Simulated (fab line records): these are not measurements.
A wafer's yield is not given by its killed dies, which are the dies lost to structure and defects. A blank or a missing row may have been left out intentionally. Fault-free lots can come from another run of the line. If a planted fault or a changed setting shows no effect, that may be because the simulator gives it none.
One fault seen from 2 desks / flow ritCmos / each desk holds nothing but its own numbers, with what lay behind them at the end

## THE METROLOGY DESK
Lot by lot, what the gauges showed, no matter which tool ran the lot: averages of those sampled wafers that carry a number. A lot is out of limits, marked OUT, if its mean lies more than 4 standard deviations from the usual mean; the brackets give that distance.
Columns: A = FOX2_OXIDE_THK at RIT_FOX2_THK_MEAS_01, usual 350 nm; B = FIELD_OXIDE_LEFT_1_THK at RIT_FOX2_THK_MEAS_90, usual 322 nm; C = FIELD_OXIDE_LEFT_2_THK at RIT_FOX2_THK_MEAS_91, usual 254 nm; D = GATE_POLY_THK at RIT_GATE_THK_MEAS_09, usual 250.9 nm
lot=L692; first seen here=day 1 19:48; A=341; B=314; C=246; D=250.8
lot=L693; first seen here=day 2 00:43; A=353; B=326; C=258; D=251.5
lot=L694; first seen here=day 2 06:39; A=353; B=326; C=258; D=251.7
lot=L695; first seen here=day 2 10:46; A=360; B=333; C=265; D=251.1
lot=L696; first seen here=day 2 16:04; A=348; B=321; C=252; D=251.5
lot=L697; first seen here=day 2 20:28; A=352; B=325; C=258; D=248.6
lot=L698; first seen here=day 3 02:45; A=346; B=318; C=249; D=251.3
lot=L700; first seen here=day 3 14:42; A=342; B=315; C=247; D=250.9
lot=L701; first seen here=day 3 17:04; A=351; B=324; C=256; D=250.6
lot=L702; first seen here=day 3 22:20; A=346; B=319; C=250; D=253.0
lot=L708; first seen here=day 5 05:16; A=367; B=339; C=272; D=251.3
lot=L712; first seen here=day 6 02:23; A=367; B=340; C=272; D=250.9
lot=L715; first seen here=day 6 16:51; A=356; B=328; C=260; D=250.5
Result from this desk: across the 13 lots, nothing is out of limits.

## FOR THE TOOL OWNER'S DESK: furnace-01
The tool's own readings at RIT_FOX2_OXIDATION_00 (target thk 350.7 nm, ox time 1130 s): means of the sampled wafers that have a number, for each lot that ran on this tool. A lot is out of limits, marked OUT, if its mean lies more than 4 standard deviations from the usual mean; the brackets give that distance.
Columns: A = spikeTcCentreC at RIT_FOX2_OXIDATION_00, usual 1103.8 C; B = spikeTcLoadC at RIT_FOX2_OXIDATION_00, usual 1127.9 C; C = spikeTcSourceC at RIT_FOX2_OXIDATION_00, usual 1127.0 C; D = tube_center_temp_C_max at RIT_FOX2_OXIDATION_00, usual 1102.8; E = zonePowerSourcePct at RIT_FOX2_OXIDATION_00, usual 41.9 %
lot=L695; first seen here=day 2 09:27; A=1102.2; B=1130.4; C=1128.9; D=1102.8; E=45.0
lot=L697; first seen here=day 2 19:08; A=1103.7; B=1130.8; C=1128.7; D=1103.3; E=45.4
lot=L708; first seen here=day 5 03:57; A=1114.1 (+9.3) OUT; B=1140.9 (+7.2) OUT; C=1138.1 (+8.6) OUT; D=1102.6; E=46.3
lot=L712; first seen here=day 6 01:04; A=1113.4 (+8.7) OUT; B=1140.9 (+7.2) OUT; C=1138.5 (+8.8) OUT; D=1103.6; E=46.2
This desk finds L708, L712 out of limits, L708 being first, at day 5 03:57 (spikeTcCentreC at RIT_FOX2_OXIDATION_00). L695, L697: within limits.

## ALL TOGETHER
At day 5 03:57, on L708, L712, the tool owner's desk was in a position to raise an alarm.
Metrology desk: nothing out of limits seen.
The metrology desk has L708, L712 on record, within its limits.
Of the lots named, all ran RIT_FOX2_OXIDATION_00 on furnace-01.

## WHAT HAD BEEN PUT IN BY THE SIMULATOR
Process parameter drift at RIT_FOX2_OXIDATION_00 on furnace-01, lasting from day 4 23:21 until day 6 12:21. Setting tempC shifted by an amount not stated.
Struck lots among those shown: L708, L712.
Hours from the fault's start to each desk's first reading out of limits: the tool owner's desk, 5.
